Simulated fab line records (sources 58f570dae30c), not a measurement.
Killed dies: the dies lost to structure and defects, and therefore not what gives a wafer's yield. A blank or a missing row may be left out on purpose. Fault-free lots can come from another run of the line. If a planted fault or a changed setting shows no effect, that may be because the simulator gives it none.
Comparing a struck lot with a sound one    flow berkeley_cmos170    15 out of 331 route steps
Sound: wafers L312.3, L312.4, L312.5. Struck: wafers L322.2, L322.3, L322.4. The cause is named last.
For every step that has rows: the tool of each side, followed by ch and its chambers, followed by its first start. Under that, the readings that differ: sound wafers    struck wafers    difference of the means    sigmas: that difference in standard deviations of wafers without a fault.
alike: words and numbers the same on both sides, and readings whose means are apart by under 2 such deviations; not compared: readings that were withheld, readings missing a value for some wafer, numbers with overlapping values and no deviation given by the record, and bounds like >300 which may hide the same value.
A row with sigmas, a row that says differs or no value, or rows on one side alone: a step with any of these is where the two part. Non-overlapping numbers with no deviation appear without sigmas and do not part them. A reading missing from all wafers of one side parts the sides only when that side holds two or more wafers.

first, 2 steps without rows for these wafers: UCB170_GATE_ANNEAL_03 (time 1800 s); UCB170_GATE_CVD_04 (deposits poly-Si from SiH4, time 1440 s, target thk 214 nm).
UCB170_GATE_THK_MEAS_05:
  struck on film_metro-04, day 10 18:35; sound on film_metro-04, day 8 05:30
  alike: GATE_POLY_THK
then, 6 steps without rows for these wafers: UCB170_GATE_COAT_06; UCB170_GATE_COAT_07 (resist thk 900 nm); UCB170_GATE_SOFTBAKE_08 (time 60 s); UCB170_GATE_EXPOSE_09 (exposes mask POLY, target cd 350 nm); UCB170_GATE_PEB_10; UCB170_GATE_DEVELOP_11 (develop time 45 s).
UCB170_GATE_CD_MEAS_12: target cd 350 nm.
  struck on cd_sem-02, day 10 19:56; sound on cd_sem-01, day 8 07:20
  alike: cd_nm
UCB170_GATE_OVL_MEAS_13:
  struck on overlay-01, day 10 20:02; sound on overlay-02, day 8 07:25
  alike: GATE_OVL
UCB170_GATE_ETCH_14: etches BARC in N2/H2.
  sound on rie_diel-02 ch 1,3, day 8 07:26; struck on rie_diel-03 ch 0,1,2, day 10 20:04
  alike: drypump_motor_current_A, oes_product_au, throttle_valve_pct
UCB170_GATE_ETCH_15: etches poly-Si in HBr/Cl2, stops on SiO2, time 56.3 s, target depth 278.2 nm.
  sound on rie_si-02 ch 2,3, day 8 07:29; struck on rie_si-02 ch 0,2,3, day 10 20:07
reading                                sound              struck             difference  sigmas
oes_product_au (a.u.)                  0.864 0.829 0.824  0.947 0.933 0.980  +0.114      +7
over_etch_frac                         0.3 0.3 0.3        0.06 0.06 0.06     -0.24       
model.KrF_of_GATE_COAT_07.thk_nm (nm)  773.2 777.5 778.4  794.2 792.2 791.8  +16.4       
  alike: drypump_motor_current_A, throttle_valve_pct
  not compared: rf_hours_counter_h
UCB170_GATE_STRIP_16: strips in O2.
  sound on plasma_asher-03 ch 0,1, day 8 07:34; struck on plasma_asher-03 ch 0,1, day 10 20:10
  alike: drypump_motor_current_A, oes_product_au
  not compared: rf_hours_counter_h
UCB170_M3_PROBE_99:
  struck on prober-01, day 12 12:32; sound on prober-01, day 10 02:16
reading                                           sound                 struck                difference  sigmas
model.etest.pldd.rs_ohm_sq                        1115 1132 1121        1151 1152 1135        +23         
model.etest.poly_comb_over_steps.leak_log10_a_um  -12.84 -12.71 -12.75  -5.688 -4.746 -8.155  +6.570      
  not compared: model.etest.nldd.rs_ohm_sq, model.etest.antenna_poly.vt_shift_v

WHERE THEY PART
At UCB170_GATE_ETCH_15 and nowhere else, as far as this record goes. Later steps at which nothing parts them and some readings are alike: UCB170_GATE_STRIP_16.

WHY: whatever the simulator had introduced
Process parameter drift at UCB170_GATE_ETCH_15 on rie_si-02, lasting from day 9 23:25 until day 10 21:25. The setting over_etch_frac was moved by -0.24, starting from 0.3.
